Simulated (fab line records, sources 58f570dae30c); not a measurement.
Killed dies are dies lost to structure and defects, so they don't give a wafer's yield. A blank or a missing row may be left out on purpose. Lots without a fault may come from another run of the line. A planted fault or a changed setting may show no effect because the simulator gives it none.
Tool commonality check | flow berkeley_cmos170 | 14 lots, 42 wafers sampled

WHY IT WAS OPENED
At UCB170_FIELD_THK_MEAS_02 the reading FIELD_OXIDE_THK is flagged on 2 of 14 lots. Wafers without a fault read 557 nm, standard deviation 9.5.
Rule: a lot is flagged when every wafer of it that has a number lies more than 4 standard deviations from that mean, or none has a number. The other lots count as sound.

lot  | measured    | on            | FIELD_OXIDE_THK (nm), wafer by wafer | flag
L427 | day 5 14:15 | film_metro-01 | 566 560 569                          |
L428 | day 5 14:16 | film_metro-02 | 556 562 555                          |
L429 | day 5 14:19 | film_metro-02 | 553 550 552                          |
L431 | day 6 19:43 | film_metro-04 | 559 561 573                          |
L433 | day 6 19:43 | film_metro-01 | 575 565 574                          |
L434 | day 7 09:49 | film_metro-02 | 555 553 553                          |
L435 | day 7 09:50 | film_metro-04 | 539 545 550                          |
L438 | day 7 16:48 | film_metro-04 | 554 554 555                          |
L436 | day 7 21:01 | film_metro-01 | 868 855 855                          | FLAGGED
L437 | day 8 01:02 | film_metro-01 | 556 555 553                          |
L444 | day 8 22:08 | film_metro-02 | 856 866 859                          | FLAGGED
L445 | day 9 10:20 | film_metro-04 | 555 566 564                          |
L446 | day 9 10:22 | film_metro-02 | 562 577 568                          |
L447 | day 9 23:53 | film_metro-02 | 564 566 560                          |
The numbers of the flagged lots are 860 nm on average: +303 nm against the usual, or +32 standard deviations.

WHICH TOOL RAN EACH LOT
The record holds 1 process step before the reading, out of a route of 331 steps. In each cell: the tool, then ch and the chambers that the sampled wafers went through, then the start.
lot  | flag    | UCB170_FIELD_OXIDATION_01
L427 |         | furnace-02 ch 0, day 5 11:15
L428 |         | furnace-02 ch 0, day 5 11:15
L429 |         | furnace-02 ch 0, day 5 11:15
L431 |         | furnace-01 ch 0, day 6 16:43
L433 |         | furnace-01 ch 0, day 6 16:43
L434 |         | furnace-04 ch 0, day 7 06:49
L435 |         | furnace-04 ch 0, day 7 06:49
L438 |         | furnace-04 ch 0, day 7 13:46
L436 | FLAGGED | furnace-04 ch 0, day 7 13:46
L437 |         | furnace-02 ch 0, day 7 22:02
L444 | FLAGGED | furnace-02 ch 0, day 8 14:53
L445 |         | furnace-01 ch 0, day 9 07:20
L446 |         | furnace-01 ch 0, day 9 07:20
L447 |         | furnace-04 ch 0, day 9 20:53
What these steps do:
- UCB170_FIELD_OXIDATION_01: target thk 558.3 nm, ox time 7200 s.
- UCB170_FIELD_THK_MEAS_02

FLAGGED OVER TOTAL, TOOL BY TOOL (the gauges that took the reading come last)
step                      | tool          | lots run | flagged | share of the flagged lots | sound lots run after its first flagged lot
UCB170_FIELD_OXIDATION_01 | furnace-01    | 4        | 0       | none                      | -
UCB170_FIELD_OXIDATION_01 | furnace-02    | 5        | 1       | some                      | 0
UCB170_FIELD_OXIDATION_01 | furnace-04    | 5        | 1       | some                      | 1 (L447)
UCB170_FIELD_THK_MEAS_02  | film_metro-01 | 4        | 1       | some                      | 1 (L437)
UCB170_FIELD_THK_MEAS_02  | film_metro-02 | 6        | 1       | some                      | 2 (L446,L447)
UCB170_FIELD_THK_MEAS_02  | film_metro-04 | 4        | 0       | none                      | -

WHAT THE TABLE ALLOWS
No row of the table ran every flagged lot.

WHAT THE SIMULATOR HAD PUT IN
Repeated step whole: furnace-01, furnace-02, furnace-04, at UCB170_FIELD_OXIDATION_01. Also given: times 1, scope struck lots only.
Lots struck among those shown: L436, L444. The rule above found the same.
